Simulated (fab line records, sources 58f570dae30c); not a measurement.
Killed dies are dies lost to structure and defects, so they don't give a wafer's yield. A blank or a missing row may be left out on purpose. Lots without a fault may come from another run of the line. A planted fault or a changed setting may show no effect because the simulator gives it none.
Problem report in the 8D (eight disciplines) form, filled by code | flow berkeley_cmos170 | the parts of the form that need people (team, actions taken, sign-off) are left out

1. THE PROBLEM
SPACER_TEOS_THK at UCB170_SPACER_THK_MEAS_01 reads a mean of 221 nm on 2 wafers of 1 lot; wafers without a fault read 375 nm with a standard deviation of 5.2. That is -30 standard deviations from the usual mean.
First seen on wafer L501.1, day 8 14:17, on film_metro-04. The record holds 39 wafers of 13 lots with a number at this step. Rule for "out", or "out of limits": more than 4 standard deviations from the usual mean. The other wafers with a number count as sound.

2. WHAT IT IS AND WHAT IT IS NOT
question                    | is               | is not
which readings at this step | SPACER_TEOS_THK  | -
which lots                  | L501             | L490, L491, L492, L493, L494, L495, L505, L506, L508, L511, L512, L513
which wafers of those lots  | L501.1, L501.4   | L501.5
read on which gauges        | film_metro-04    | film_metro-02, film_metro-03
when                        | from day 8 14:17 | up to then (19 sound wafers); but 18 sound wafers of L505, L506, L508, L511, L512, L513 came after

3. SUSPECTS, AND WHAT RULES EACH OUT
Counting: a tool at a process step up to the reading stays a suspect if it ran every lot that is out. Sound lots after the first of them don't rule it out here, since some wafers of a struck lot are sound.
- the gauge at UCB170_SPACER_THK_MEAS_01: ruled out. All the wafers that are out were read on film_metro-04, but those of them that UCB170_SPACER_CVD_00 has rows for are out there too, on other tools.
- pecvd-03 at UCB170_SPACER_CVD_00 (deposits SiO2 from TEOS/O2, target thk 376 nm, time 47 s): kept. It ran the lot that is out, L501 (day 8 14:15); its last sound lot up to then is L495 (day 7 02:25). Its own readings are out on those wafers: run_length_s.
- Within pecvd-03 at UCB170_SPACER_CVD_00: the wafers that are out ran in chamber 0; their sound lot-mates ran in chamber 2.
Left after counting: pecvd-03 at UCB170_SPACER_CVD_00.

4. THE CAUSE (what the simulator had put in)
Process parameter drift: pecvd-03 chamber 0, from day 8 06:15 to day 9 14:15, at UCB170_SPACER_CVD_00. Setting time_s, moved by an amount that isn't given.
Counting left only this tool.

5. THE CHAIN OF EFFECTS, in route order
Each row: a reading whose mean over the struck wafers that have a number lies more than 3 standard deviations from the usual. Only readings for which the record gives a usual standard deviation are gone through. hours: the time from each lot's start at the first step in this table that gives one to its start at this step, as a median over the lots. sigmas: the change in usual standard deviations.
hours | step                      | reading         | usual      | on struck wafers | change | sigmas
0     | UCB170_SPACER_CVD_00      | run_length_s    | 74.8 s     | 56.7             | -18.1  | -34
0     | UCB170_SPACER_THK_MEAS_01 | SPACER_TEOS_THK | 375 nm     | 221              | -154   | -30
5     | UCB170_SPACER_ETCHBACK_03 | oes_product_au  | 0.902 a.u. | 0.625            | -0.277 | -15
The process steps in it:
- UCB170_SPACER_CVD_00: deposits SiO2 from TEOS/O2, target thk 376 nm, time 47 s.
- UCB170_SPACER_ETCHBACK_03: etches SiO2 in CHF3/CF4/Ar, stops on Si, target depth 376 nm, time 100 s.

6. WHAT WOULD HAVE CAUGHT IT SOONER
In this record the first reading out of limits at a measuring or inspecting step was taken at day 8 14:17, 8 hours after the fault began at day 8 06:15.
The tool's own readings at UCB170_SPACER_CVD_00 were out on every struck wafer that the step has a row for (run_length_s): an alarm limit on them would have fired on the first of those.
All the lots that are out (1) had begun UCB170_SPACER_CVD_00 on pecvd-03 by day 8 14:17. A hold on the tool at that time would have spared none of them.
